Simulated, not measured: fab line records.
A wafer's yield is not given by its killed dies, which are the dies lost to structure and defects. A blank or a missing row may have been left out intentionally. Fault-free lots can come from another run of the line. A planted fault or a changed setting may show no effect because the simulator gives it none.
Which tool did it? ; flow rit-cmos ; 7 lots, 21 wafers sampled, at 2 steps of a route of 202

WHAT EACH GAUGE READ, for each wafer
RIT_PWELL_TW_MEAS_10.
lot;measured;on;PWELL_TW
L449;day 2 09:02;film-metro-04;930 932 934
L451;day 2 15:19;film-metro-04;926 933 930
L453;day 3 01:00;film-metro-04;937 943 939
L465;day 5 11:41;film-metro-04;1024 1013 1017 1016 1018 1018
L467;day 5 21:40;film-metro-04;937 934 938
L469;day 6 07:36;film-metro-03;956 946 954
L471;day 6 17:26;film-metro-03;952 954 953

EACH LOT AND THE TOOL THAT RAN IT (in order: tool; ch and the chambers of the sampled wafers; start)
lot;RIT_PWELL_IMPLANT_08
L449;implanter-02 ch 0, day 2 08:43
L451;implanter-04 ch 0, day 2 14:59
L453;implanter-02 ch 0, day 3 00:43
L465;implanter-02 ch 0, day 5 11:24
L467;implanter-04 ch 0, day 5 21:20
L469;implanter-01 ch 0, day 6 07:17
L471;implanter-04 ch 0, day 6 17:06
- RIT_PWELL_IMPLANT_08

THE ANSWER, worked out from the rows above alone
Rule: what is usual is taken from the lots themselves. Put in order of their means at a reading, lots are off if they are a third of the lots or fewer, leave a main group of 4 or more, and stand apart from it by a gap of 3 or more times the standard deviation of the main group's means; of several such gaps the widest counts. The tables above print the reading to a certain number of digits; a main group whose means all agree to those digits is not used. Also off: a lot with no number at a reading for which 4 or more lots have one. All remaining lots with rows at the step are treated as sound.
Off: L465, at RIT_PWELL_TW_MEAS_10 (PWELL_TW). For the main group the mean is 940 and the standard deviation 9.1.
A tool fits if, at a process step before that reading, it ran every lot that is off, and no sound lot after the first of them. Those tools and the gauges at RIT_PWELL_TW_MEAS_10 are tried in the same way. One fits: RIT_PWELL_IMPLANT_08 on implanter-02. Its last sound lot is L453 (day 3 00:43), its first lot that is off L465 (day 5 11:24): a fault that began between those two fits.

WHAT THE SIMULATOR HAD PUT IN
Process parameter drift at RIT_PWELL_IMPLANT_08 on implanter-02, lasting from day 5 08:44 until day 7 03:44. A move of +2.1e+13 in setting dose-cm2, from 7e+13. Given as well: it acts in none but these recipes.
Lots struck among those shown: L465. The rule above found the same.
